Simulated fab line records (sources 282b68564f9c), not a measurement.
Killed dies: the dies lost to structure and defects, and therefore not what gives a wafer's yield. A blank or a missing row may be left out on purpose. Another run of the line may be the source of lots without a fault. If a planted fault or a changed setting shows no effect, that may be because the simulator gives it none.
Comparing a struck lot with a sound one -- flow rit cmos -- 29 out of 202 route steps
Sound: the wafers L821.2, L821.3, L821.5. Struck: wafer L830.5 (left out: L830.4, L830.6 of the same lot, which were not struck); the cause appears at the end.
Each step with rows lists, per side, the tool, then ch with its chambers, then its first start. Under that, the readings that differ: sound wafers -- struck wafers -- difference of the means -- sigmas: that difference in standard deviations of wafers without a fault.
alike: readings whose means differ by less than 2 such deviations, and words and numbers that are the same on both sides. not compared: withheld readings, readings that some wafer has no value for, bounds like >300 that may hide the same value, and numbers for which the record gives no deviation and whose values overlap.
A row with sigmas, a row that says differs or no value, or rows on one side alone: a step with any of these is where the two part. Numbers that don't overlap but have no deviation are shown without sigmas and don't part them. A reading that every wafer of one side lacks parts them only if that side has two wafers or more.

RIT_SDANNEAL_RTA_03: time 5 s.
  sound on rtp anneal-01 ch 0, day 3 21:26; struck on rtp anneal-02 ch 0, day 5 20:21
  alike: wafer_temp_C_max
RIT_SDANNEAL_RS_MEAS_04: a four-point-probe measurement.
  sound on film metro-04 at day 3 21:30; struck on film metro-03 at day 5 20:26
  alike: PSD_RS
RIT_SDANNEAL_RS_MEAS_05: a four-point-probe measurement.
  sound on film metro-04 at day 3 21:37; struck on film metro-03 at day 5 20:34
  alike: NSD_RS
RIT_SDANNEAL_RS_MEAS_06: a four-point-probe measurement.
  sound on film metro-04 at day 3 21:44; struck on film metro-03 at day 5 20:41
  alike: PLDD_RS
RIT_SDANNEAL_RS_MEAS_07: a four-point-probe measurement.
  sound on film metro-04 at day 3 21:52; struck on film metro-03 at day 5 20:48
  alike: NLDD_RS
then, 1 step without rows for these wafers: RIT_SILICIDE_WET_ETCH_00 (etches SiO2 in BOE, target depth 14 nm, time 15 s).
RIT_SILICIDE_SPUTTER_01: material Ti, target thk 30 nm, time 240 s.
  sound on pvd sputter-04 at day 3 21:58; struck on pvd sputter-03 at day 5 20:52
reading,sound,struck,difference,sigmas
throttle valve pct (%),30.5 28.5 28.6,31.4,+2.2,+2
  alike: substrate temp c
RIT_SILICIDE_RS_MEAS_02: a four-point-probe measurement.
  sound on film metro-03 at day 3 22:08; struck on film metro-01 at day 5 21:05
  alike: SILICIDE_TI_RS
RIT_SILICIDE_THK_MEAS_03: measures by xrf.
  sound on film metro-03 at day 3 22:15; struck on film metro-01 at day 5 21:10
  alike: SILICIDE_TI_THK
RIT_SILICIDE_RTA_04: time 10 s, ramp up 5 s, ramp down 5 s.
  sound on rtp anneal-02 ch 0, day 3 22:19; struck on rtp anneal-01 ch 0, day 5 21:14
  alike: wafer_temp_C_max
then, 1 step without rows for these wafers: RIT_SILICIDE_WET_ETCH_05 (etches Ti in SPM, time 120 s).
RIT_SILICIDE_RTA_06: time 10 s, ramp up 5 s, ramp down 10 s.
  sound on rtp anneal-01 ch 0, day 3 22:25; struck on rtp anneal-02 ch 0, day 5 21:20
  alike: wafer_temp_C_max
RIT_CONTACT_CVD_00: deposits SiO2 from TEOS, target thk 400 nm, time 61 s.
  sound on pecvd-02 ch 1,2, day 3 22:29; struck on pecvd-02 ch 0, day 5 21:24
reading,sound,struck,difference,sigmas
model.SiO2_of_CONTACT_CVD_00.thk nm (nm),396.9 394.2 394.3,547.9,+152.8,
  alike: heater power w, rf fwd power W
RIT_CONTACT_THK_MEAS_01:
  sound on film metro-02 at day 3 22:32; struck on film metro-04 at day 5 21:28
reading,sound,struck,difference,sigmas
CONTACT_TEOS_THK (nm),397 394 394,548,+153,+24
then, 6 steps without rows for these wafers: RIT_CONTACT_HMDS_02 (prime time 60 s); RIT_CONTACT_COAT_03 (resist thk 1000 nm); RIT_CONTACT_SOFTBAKE_04 (time 60 s); RIT_CONTACT_EXPOSE_05 (exposes mask M11, target cd 1000 nm); RIT_CONTACT_PEB_06; RIT_CONTACT_DEVELOP_07 (develop time 120 s).
RIT_CONTACT_CD_MEAS_08 targets a cd of 1000 nm.
  sound on cd sem-01 at day 3 23:42; struck on cd sem-01 at day 5 22:56
  alike: cd nm
RIT_CONTACT_OVL_MEAS_09:
  sound on overlay-02 at day 3 23:49; struck on overlay-01 at day 5 23:01
  alike: CONTACT_OVL
then, 1 step without rows for these wafers: RIT_CONTACT_HARDBAKE_10 (time 60 s).
RIT_CONTACT_ETCH_11: etches SiO2 in CHF3/CF4/Ar, stops on TiSi2, target depth 480 nm, time 320 s.
  sound on rie diel-01 ch 0,2,3, day 3 23:59; struck on rie diel-01 ch 2, day 5 23:17
reading,sound,struck,difference,sigmas
model.CONTACT.feature depth nm (nm),396.9 394.2 394.3,486.4,+91.3,
model.etch.depth nm (nm),396.9 394.2 394.3,486.4,+91.3,
  alike: drypump motor current A, oes product au, rf fwd power W, throttle valve pct
  not compared: rf hours counter h
RIT_CONTACT_STRIP_12: strips in O2, time 180 s.
  sound on plasma asher-04 ch 0,1, day 4 00:11; struck on plasma asher-01 ch 0, day 5 23:26
reading,sound,struck,difference,sigmas
drypump motor current A (A),6.0 5.5 6.0,4.7,-1.1,-2
  alike: rf refl power W
  not compared: rf hours counter h
RIT_CONTACT_CD_MEAS_90 targets a cd of 1000 nm.
  sound on cd sem-01 at day 4 00:23; struck on cd sem-02 at day 5 23:37
reading,sound,struck,difference,sigmas
cd nm (nm),996.1 995.2 995.1,1001.2,+5.7,+2
RIT_CONTACT_CLEAN_13: cleans in SC1, time 600 s.
  sound on wet bench-04 ch 1, day 4 00:29; struck on wet bench-04 ch 3, day 5 23:40
reading,sound,struck,difference,sigmas
model.SiO2_of_CONTACT_CVD_00.thk nm (nm),392.6 390 390,543.8,+152.9,
then, 1 step without rows for these wafers: RIT_CONTACT_CLEAN_14 (cleans in SC2, time 600 s).
RIT_M1_PROBE_99:
  sound on prober-01 at day 4 05:03; struck on prober-01 at day 6 04:25
reading,sound,struck,difference,sigmas
killed at contacts,0 0 0,256,+256,+99 or more
killed dies,5 3 11,264,+258,+89
killed on rim,1 1 2,70,+69,+49
killed open,3 2 4,8,+5,+3
  alike: killed at front end, killed short

WHERE THEY PART
First at RIT_SILICIDE_SPUTTER_01; last, within this record, at RIT_M1_PROBE_99.

WHY: what had been put in by the simulator
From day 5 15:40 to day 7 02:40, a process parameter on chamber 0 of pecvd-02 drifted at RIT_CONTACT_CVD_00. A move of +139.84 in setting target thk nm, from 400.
